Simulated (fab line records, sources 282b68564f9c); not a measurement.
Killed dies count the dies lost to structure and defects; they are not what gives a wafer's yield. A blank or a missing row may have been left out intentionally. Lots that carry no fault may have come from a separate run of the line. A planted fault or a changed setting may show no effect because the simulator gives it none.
What tool caused it? -- flow rit-cmos -- 14 lots with 42 wafers sampled at 4 steps, on a route of 202 steps

## WHAT THE GAUGES SHOWED, per wafer
RIT_ACTIVE_CD_MEAS_90: the cd target is 1400 nm.
lot,measured,on,cd-nm (nm)
L603,day 1 15:17,cd-sem-01,1400.6 1401.3 1403.0
L604,day 1 20:38,cd-sem-02,1398.8 1401.7 1399.8
L605,day 2 02:30,cd-sem-02,1399.6 1398.5 1398.3
L606,day 2 06:17,cd-sem-01,1399.1 1397.3 1399.5
L607,day 2 16:03,cd-sem-02,1400.3 1400.5 1398.9
L609,day 2 21:53,cd-sem-01,1399.3 1402.6 1397.7
L611,day 3 07:02,cd-sem-01,1397.6 1400.1 1399.5
L612,day 3 17:37,cd-sem-01,1401.1 1400.7 1399.4
L614,day 3 23:34,cd-sem-02,1399.3 1397.1 1397.3
L619,day 4 23:10,cd-sem-02,1397.2 1397.1 1397.4
L620,day 5 04:49,cd-sem-02,1402.4 1400.2 1402.4
L622,day 5 14:32,cd-sem-02,1402.8 1402.7 1401.6
L623,day 5 19:37,cd-sem-02,1400.9 1401.3 1400.2
L626,day 6 12:30,cd-sem-02,1396.5 1397.7 1399.6

RIT_PRETRO_TW_MEAS_10.
lot,measured,on,PRETRO_TW
L603,day 2 07:59,film-metro-04,475 477 478
L604,day 2 14:32,film-metro-04,476 479 477
L605,day 2 21:17,film-metro-01,465 463 465
L606,day 3 02:34,film-metro-03,471 470 468
L607,day 3 08:31,film-metro-04,476 475 480
L609,day 3 16:15,film-metro-04,476 474 477
L611,day 4 05:32,film-metro-01,467 465 466
L612,day 4 11:17,film-metro-01,464 465 466
L614,day 4 18:35,film-metro-01,466 467 467
L619,day 5 17:50,film-metro-04,460 460 458
L620,day 5 21:02,film-metro-03,451 448 448
L622,day 6 08:11,film-metro-01,465 465 466
L623,day 6 14:34,film-metro-01,466 468 464
L626,day 7 05:22,film-metro-04,474 475 477

## TOOL THAT RAN EACH LOT (tool first, then ch and the chambers of the sampled wafers, then the start)
lot,RIT_PRETRO_IMPLANT_08,RIT_PRETRO_STRIP_09
L603,"implanter-04 ch 0, day 2 07:41","plasma-asher-02 ch 0,1, day 2 07:50"
L604,"implanter-01 ch 0, day 2 14:14","plasma-asher-01 ch 1, day 2 14:21"
L605,"implanter-04 ch 0, day 2 20:58","plasma-asher-03 ch 0,1, day 2 21:07"
L606,"implanter-01 ch 0, day 3 02:16","plasma-asher-01 ch 0,1, day 3 02:23"
L607,"implanter-04 ch 0, day 3 08:14","plasma-asher-02 ch 0,1, day 3 08:23"
L609,"implanter-04 ch 0, day 3 15:56","plasma-asher-03 ch 0,1, day 3 16:05"
L611,"implanter-03 ch 0, day 4 05:13","plasma-asher-02 ch 0,1, day 4 05:20"
L612,"implanter-03 ch 0, day 4 10:58","plasma-asher-02 ch 0,1, day 4 11:07"
L614,"implanter-04 ch 0, day 4 18:16","plasma-asher-02 ch 0,1, day 4 18:25"
L619,"implanter-03 ch 0, day 5 17:31","plasma-asher-02 ch 0,1, day 5 17:40"
L620,"implanter-03 ch 0, day 5 20:44","plasma-asher-02 ch 0,1, day 5 20:52"
L622,"implanter-01 ch 0, day 6 07:53","plasma-asher-03 ch 0,1, day 6 08:00"
L623,"implanter-01 ch 0, day 6 14:14","plasma-asher-01 ch 0,1, day 6 14:23"
L626,"implanter-01 ch 0, day 7 05:02","plasma-asher-01 ch 0, day 7 05:11"
- RIT_PRETRO_IMPLANT_08
- RIT_PRETRO_STRIP_09: strips in O2, time 180 s.

## WHAT THE TOOLS THEMSELVES READ (means of the sampled wafers that have a number; where no wafer has one, the mark that the record gives instead)
RIT_PRETRO_IMPLANT_08.
lot,tool,beam-energy-keV,dose-ions-cm2,faraday-current-uA
L603,implanter-04,45.000,1.2013e+13,38.0
L604,implanter-01,44.992,1.2002e+13,38.6
L605,implanter-04,44.983,1.2013e+13,37.4
L606,implanter-01,44.989,1.1995e+13,38.7
L607,implanter-04,45.002,1.2001e+13,38.7
L609,implanter-04,45.006,1.2014e+13,37.9
L611,implanter-03,44.990,1.2006e+13,38.1
L612,implanter-03,44.991,1.1987e+13,37.8
L614,implanter-04,45.001,1.2002e+13,38.1
L619,implanter-03,44.998,1.0559e+13,33.7
L620,implanter-03,45.003,1.0557e+13,33.0
L622,implanter-01,44.999,1.1995e+13,37.8
L623,implanter-01,44.985,1.1984e+13,38.6
L626,implanter-01,45.002,1.1998e+13,38.0

RIT_PRETRO_STRIP_09.
lot,tool,drypump-motor-current-A (A)
L603,plasma-asher-02,5.76
L604,plasma-asher-01,5.66
L605,plasma-asher-03,5.93
L606,plasma-asher-01,5.96
L607,plasma-asher-02,5.76
L609,plasma-asher-03,5.90
L611,plasma-asher-02,5.76
L612,plasma-asher-02,5.81
L614,plasma-asher-02,5.82
L619,plasma-asher-02,5.82
L620,plasma-asher-02,5.83
L622,plasma-asher-03,5.82
L623,plasma-asher-01,5.80
L626,plasma-asher-01,6.12

## THE ANSWER, worked out from the rows above alone
Rule: what is usual is taken from the lots themselves. The widest of any qualifying gaps counts: lots, ordered by their means at a reading, are off when they make up no more than a third of the lots, leave a main group of 4 or more, and stand apart from it by 3 or more times the standard deviation of that group's means. Not used: any main group whose means are identical at the precision the tables above print for the reading. Also off: a lot with no number at a reading for which 4 or more lots have one. The other lots that the step has rows for count as sound. After the gauges, taken in route order, come the tools' own readings; for these a lot's mean is taken, as printed above. At the first step where some lot is off, the reading lying furthest off is the one used; lots without a number count as furthest.
Off: L619, L620, at RIT_PRETRO_IMPLANT_08 (dose-ions-cm2). The main group has a mean of 1.2001e+13 with a standard deviation of 9.4e+09.
A tool fits if, at that step or a process step before it, it ran every lot that is off, and no sound lot after the first of them. One fits: implanter-03 at RIT_PRETRO_IMPLANT_08. Its last sound lot is L612 (day 4 10:58), its first lot that is off L619 (day 5 17:31): a fault that began between those two fits.
The tool's own readings at RIT_PRETRO_IMPLANT_08 bear it out: on the lots that are off they differ by more than 5 times the standard deviation of the sound lots' means. dose-ions-cm2 reads 1.0558e+13 there against 1.2001e+13 on the sound lots; faraday-current-uA reads 33.4 there against 38.1 on the sound lots.

## WHAT THE SIMULATOR HAD PUT IN
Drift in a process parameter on implanter-03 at RIT_PRETRO_IMPLANT_08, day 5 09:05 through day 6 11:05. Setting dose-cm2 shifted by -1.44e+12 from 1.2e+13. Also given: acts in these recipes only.
Lots struck among those shown: L619, L620. The same result came from the rule above.
